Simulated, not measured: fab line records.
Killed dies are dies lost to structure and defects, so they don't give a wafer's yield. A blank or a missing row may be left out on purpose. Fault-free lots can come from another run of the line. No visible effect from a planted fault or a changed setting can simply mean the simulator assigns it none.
The tool behind it: which one? + flow berkeleyCmos170 + Sampling: 14 lots, 42 wafers, 3 of 331 route steps

WHAT THE GAUGES SHOWED, per wafer
UCB170_M2_OVL_MEAS_16. Usual: M2_OVL typically reads 2 nm, with standard deviation 7.2.
| lot  | measured     | on         | M2_OVL (nm) | flag |
|------|--------------|------------|-------------|------|
| L539 | day 8 17:52  | overlay-01 | 0 -9 3      |      |
| L540 | day 8 21:25  | overlay-01 | 0 2 5       |      |
| L541 | day 8 18:59  | overlay-01 | -12 -9 -2   |      |
| L544 | day 9 11:20  | overlay-01 | 0 -5 4      |      |
| L545 | day 10 08:41 | overlay-02 | -3 -5 6     |      |
| L546 | day 10 11:17 | overlay-02 | 10 3 2      |      |
| L547 | day 10 10:59 | overlay-02 | 13 13 18    |      |
| L549 | day 10 12:48 | overlay-01 | 9 6 5       |      |
| L550 | day 10 15:43 | overlay-01 | 7 19 8      |      |
| L551 | day 10 11:46 | overlay-01 | 10 -1 0     |      |
| L555 | day 12 08:10 | overlay-01 | -4 2 -5     |      |
| L556 | day 12 05:42 | overlay-01 | 5 8 7       |      |
| L560 | day 13 09:05 | overlay-01 | -8 -4 -6    |      |
| L562 | day 13 18:44 | overlay-01 | 7 6 0       |      |

UCB170_M3_THK_MEAS_03: measures by xrf. Usual: M3_AL_THK typically reads 914 nm, with standard deviation 10.
| lot  | measured     | on           | M3_AL_THK (nm) | flag |
|------|--------------|--------------|----------------|------|
| L539 | day 8 20:55  | filmMetro-04 | 925 913 925    |      |
| L540 | day 9 00:43  | filmMetro-01 | 900 906 903    |      |
| L541 | day 8 22:18  | filmMetro-03 | 916 905 908    |      |
| L544 | day 9 14:22  | filmMetro-03 | 917 927 923    |      |
| L545 | day 10 11:51 | filmMetro-01 | 910 907 908    |      |
| L546 | day 10 14:40 | filmMetro-03 | 909 915 903    |      |
| L547 | day 10 14:10 | filmMetro-03 | 919 923 931    |      |
| L549 | day 10 16:09 | filmMetro-04 | 917 906 901    |      |
| L550 | day 10 18:50 | filmMetro-01 | 911 902 905    |      |
| L551 | day 10 15:08 | filmMetro-04 | 886 885 893    |      |
| L555 | day 12 14:09 | filmMetro-04 | 916 903 922    |      |
| L556 | day 12 08:56 | filmMetro-03 | 919 921 918    |      |
| L560 | day 13 13:39 | filmMetro-01 | 918 919 921    |      |
| L562 | day 13 22:05 | filmMetro-03 | 910 914 916    |      |

TOOL THAT RAN EACH LOT (tool first, then ch and the chambers of the sampled wafers, then the start)
| lot  | UCB170_START_OXIDATION_02    |
|------|------------------------------|
| L539 | furnace-02 ch 0, day 1 15:41 |
| L540 | furnace-02 ch 0, day 1 15:41 |
| L541 | furnace-02 ch 0, day 2 01:06 |
| L544 | furnace-02 ch 0, day 2 15:48 |
| L545 | furnace-04 ch 0, day 2 20:53 |
| L546 | furnace-04 ch 0, day 3 01:23 |
| L547 | furnace-04 ch 0, day 3 06:52 |
| L549 | furnace-02 ch 0, day 3 12:57 |
| L550 | furnace-04 ch 0, day 3 20:44 |
| L551 | furnace-02 ch 0, day 4 01:38 |
| L555 | furnace-04 ch 0, day 4 20:52 |
| L556 | furnace-01 ch 0, day 5 03:41 |
| L560 | furnace-01 ch 0, day 5 22:23 |
| L562 | furnace-02 ch 0, day 6 08:29 |
- UCB170_START_OXIDATION_02: target thk 20 nm, ox time 1800 s.

WHAT THE TOOLS THEMSELVES READ (means of the sampled wafers that have a number; where no wafer has one, the mark that the record gives instead)
UCB170_START_OXIDATION_02. Usual: oxTempCMax 953.7, standard deviation 1.2; tubeCenterTempC 950 C, standard deviation 0.091.
| lot  | tool       | oxTempCMax | tubeCenterTempC (C) | flag |
|------|------------|------------|---------------------|------|
| L539 | furnace-02 | 953.3      | 950                 |      |
| L540 | furnace-02 | 953.9      | 950                 |      |
| L541 | furnace-02 | 952.4      | 950                 |      |
| L544 | furnace-02 | 952.2      | 950                 |      |
| L545 | furnace-04 | 953.3      | 950                 |      |
| L546 | furnace-04 | 953.7      | 950                 |      |
| L547 | furnace-04 | 952.6      | 950                 |      |
| L549 | furnace-02 | 953.2      | 950                 |      |
| L550 | furnace-04 | 953.0      | 950                 |      |
| L551 | furnace-02 | 953.2      | 950                 |      |
| L555 | furnace-04 | 952.6      | 950                 |      |
| L556 | furnace-01 | 955.6      | 950                 |      |
| L560 | furnace-01 | 956.6      | 950                 |      |
| L562 | furnace-02 | 953.6      | 950                 |      |

THE ANSWER, worked out from the rows above alone
Rule: a lot is off if the mean of its wafers that have a number lies more than 3 standard deviations from the usual mean. Also off: a lot with no number at a reading for which 4 or more lots have one. The other lots that the step has rows for count as sound. First the gauges in route order, then the tools' own readings, where a lot's mean is used as printed above. At the first step where some lot is off, the reading lying furthest off is the one used; lots without a number count as furthest.
Across all readings shown, no lot is off: no conclusion can be drawn from this.

WHAT THE SIMULATOR HAD INSERTED
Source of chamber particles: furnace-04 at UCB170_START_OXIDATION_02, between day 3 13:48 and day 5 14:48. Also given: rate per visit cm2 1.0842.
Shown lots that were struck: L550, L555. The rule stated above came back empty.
